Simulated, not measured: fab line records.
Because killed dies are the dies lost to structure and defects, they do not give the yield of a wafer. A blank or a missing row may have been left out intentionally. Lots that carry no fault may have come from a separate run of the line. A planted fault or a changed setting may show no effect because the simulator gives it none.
Lot-split experiment ; flow berkeley-cmos170 ; 5 lots, 23 wafers read, on a route of 331 steps

== THE SPLIT ITSELF ==
At UCB170_NVT_IMPLANT_07, the setting energy-kev was moved away from the recipe's 50 on 9 of the 23 wafers read, by -4.9% to +3.0%. For the rest of the wafers, this setting stayed at what the recipe calls for.

The split's own step is where the reading is taken.

== THE READING ==
The simulator's own value implant.drp-nm, read by no gauge, in nm at UCB170_NVT_IMPLANT_07. The file gives no usual value for it.

wafer;tool, chamber at the split;energy-kev as run;against the recipe;implant.drp-nm, nm;against lot-mates on the recipe
L074.1;implanter-01, 0;50;recipe;18.57;-
L074.5;implanter-01, 0;50;recipe;18.57;-
L074.6;implanter-01, 0;50;recipe;18.57;-
L076.1;implanter-03, 0;51.48;+3.0%;18.96;+0.39
L076.3;implanter-03, 0;51.48;+3.0%;18.96;+0.39
L076.2;implanter-03, 0;50;recipe;18.57;-
L076.4;implanter-03, 0;50;recipe;18.57;-
L076.6;implanter-03, 0;50;recipe;18.57;-
L078.1;implanter-01, 0;50;recipe;18.57;-
L078.3;implanter-01, 0;50;recipe;18.57;-
L078.4;implanter-01, 0;50;recipe;18.57;-
L078.2;implanter-01, 0;47.58;-4.8%;17.92;-0.65
L078.5;implanter-01, 0;47.58;-4.8%;17.92;-0.65
L079.1;implanter-03, 0;51.4;+2.8%;18.94;+0.37
L079.3;implanter-03, 0;51.4;+2.8%;18.94;+0.37
L079.4;implanter-03, 0;51.4;+2.8%;18.94;+0.37
L079.5;implanter-03, 0;50;recipe;18.57;-
L079.6;implanter-03, 0;50;recipe;18.57;-
L077.1;implanter-02, 0;47.53;-4.9%;17.91;-0.66
L077.2;implanter-02, 0;47.53;-4.9%;17.91;-0.66
L077.3;implanter-02, 0;50;recipe;18.57;-
L077.4;implanter-02, 0;50;recipe;18.57;-
L077.6;implanter-02, 0;50;recipe;18.57;-

FIT RESULTS
A straight line over all 23 wafers: implant.drp-nm changes by +0.133 nm for each +1% of energy-kev; r = +1.00; the points scatter about the line by 0.002 nm.
The same after taking each lot's own level away (the mean of its wafers on the recipe; 23 wafers): +0.133 nm for each +1%; r = +1.00; scatter 0.002 nm.
Per that fit: largest energy-kev move, reading shift of 0.66 nm.
The lots' own levels span 18.570 to 18.570 nm.
Consequently the slope shifts little with the lot-to-lot level, the two slopes agreeing.
Check: -0.66 nm against its lot-mates is what the line predicts for one of the wafers moved furthest among these (-4.9%) when that wafer is left out of the fit. Against them it came out at -0.66 nm.

== THE OTHER SPLITS THESE WAFERS WENT THROUGH ==
Before the reading, these wafers also passed through other splits. Each is held against what the fit with the lots' levels taken away leaves over:
other split on the same wafers;wafers away from the commonest value;r with implant.drp-nm (lot level and that fit taken away)
UCB170_START_OXIDATION_02 ox-time-s;15;+0.09
UCB170_NWELL_CVD_04 time-s;18;-0.11
UCB170_PWELL_CVD_05 sih2cl2-flow-sccm;15;-0.14
UCB170_PWELL_IMPLANT_15 energy-kev;4;-0.14
UCB170_FIELD_OXIDATION_01 ox-time-s;18;-0.02
UCB170_SACOX_OXIDATION_01 temp-c;18;+0.21

== THE WHOLE CHAIN: every reading that the file lists as answering this split, in the file's order ==
step;what it does;reading;change (the file's fit);r (the file's)
UCB170_NVT_IMPLANT_07;;implant.rp-nm (the simulator's own value, which no gauge read);+0.363 nm for each +1% of the setting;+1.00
UCB170_NVT_IMPLANT_07;;implant.drp-nm (the simulator's own value, which no gauge read);+0.134 nm for each +1% of the setting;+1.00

== FILE'S OWN FIT ==
implant.drp-nm changes by +0.134 nm for each +1% of energy-kev, r = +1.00.
